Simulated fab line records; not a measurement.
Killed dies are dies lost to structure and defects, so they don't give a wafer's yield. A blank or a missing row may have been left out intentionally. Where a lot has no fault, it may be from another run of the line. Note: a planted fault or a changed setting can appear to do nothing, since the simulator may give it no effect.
One fault through the eyes of 2 desks    flow berkeley-cmos170    numbers are kept per desk, each desk with only its own; the story behind them comes last

## FROM THE METROLOGY DESK
What the gauges read for every lot (on any tool): the sampled wafers with a number, averaged. If a lot's mean is further than 4 standard deviations from the usual mean, the lot is out of limits and carries the mark OUT (the distance appears in the brackets).
Columns: A = FIELD_OXIDE_THK at UCB170_FIELD_THK_MEAS_02, usual 557 nm; B = NVT_TW at UCB170_NVT_TW_MEAS_09, usual 524.7
lot   first seen here  A    B
L373  day 4 14:43      542  523.0
L374  day 4 14:44      549  527.5
L375  day 5 00:47      557  521.9
L378  day 5 12:46      543  524.7
L380  day 6 08:50      551  525.2
L384  day 6 20:50      539  525.0
L386  day 7 07:38      551  524.7
L388  day 7 12:04      558  525.3
L392  day 8 19:16      571  520.8
L393  day 8 19:19      562  521.6
L391  day 8 19:20      564  519.1
L394  day 9 04:47      552  530.7
L396  day 9 14:19      567  524.8
This desk found nothing out of limits on any of the 13 lots.

## AT THE TOOL OWNER'S DESK: litho-track-02
Per lot that ran on this tool, the mean of the sampled wafers carrying a number, from the tool's own readings at UCB170_GATE_SOFTBAKE_08 (time 60 s). If a lot's mean is further than 4 standard deviations from the usual mean, the lot is out of limits and carries the mark OUT (the distance appears in the brackets).
Columns: A = run-length-s at UCB170_GATE_SOFTBAKE_08, usual 89.04 s
lot   first seen here  A
L380  day 7 22:00      120.57 (+99 or more) OUT
L384  day 8 13:00      120.57 (+99 or more) OUT
This desk's verdict: out of limits on L380, L384, starting with L380 at day 7 22:00 (run-length-s at UCB170_GATE_SOFTBAKE_08). In limits: none.

## PUT TOGETHER
At day 7 22:00, on L380, L384, the tool owner's desk was in a position to raise an alarm.
Nothing out of limits was seen by the metrology desk.
The metrology desk holds a record of L380, L384, inside its limits.
All the named lots went through UCB170_GATE_SOFTBAKE_08 on litho-track-02.

## WHAT THE SIMULATOR PUT IN
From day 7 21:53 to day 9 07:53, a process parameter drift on litho-track-02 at UCB170_GATE_SOFTBAKE_08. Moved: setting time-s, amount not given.
Lots struck among those shown: L380, L384.
How many hours passed from the start of the fault until each desk's first out-of-limits reading: the tool owner's desk, 0.
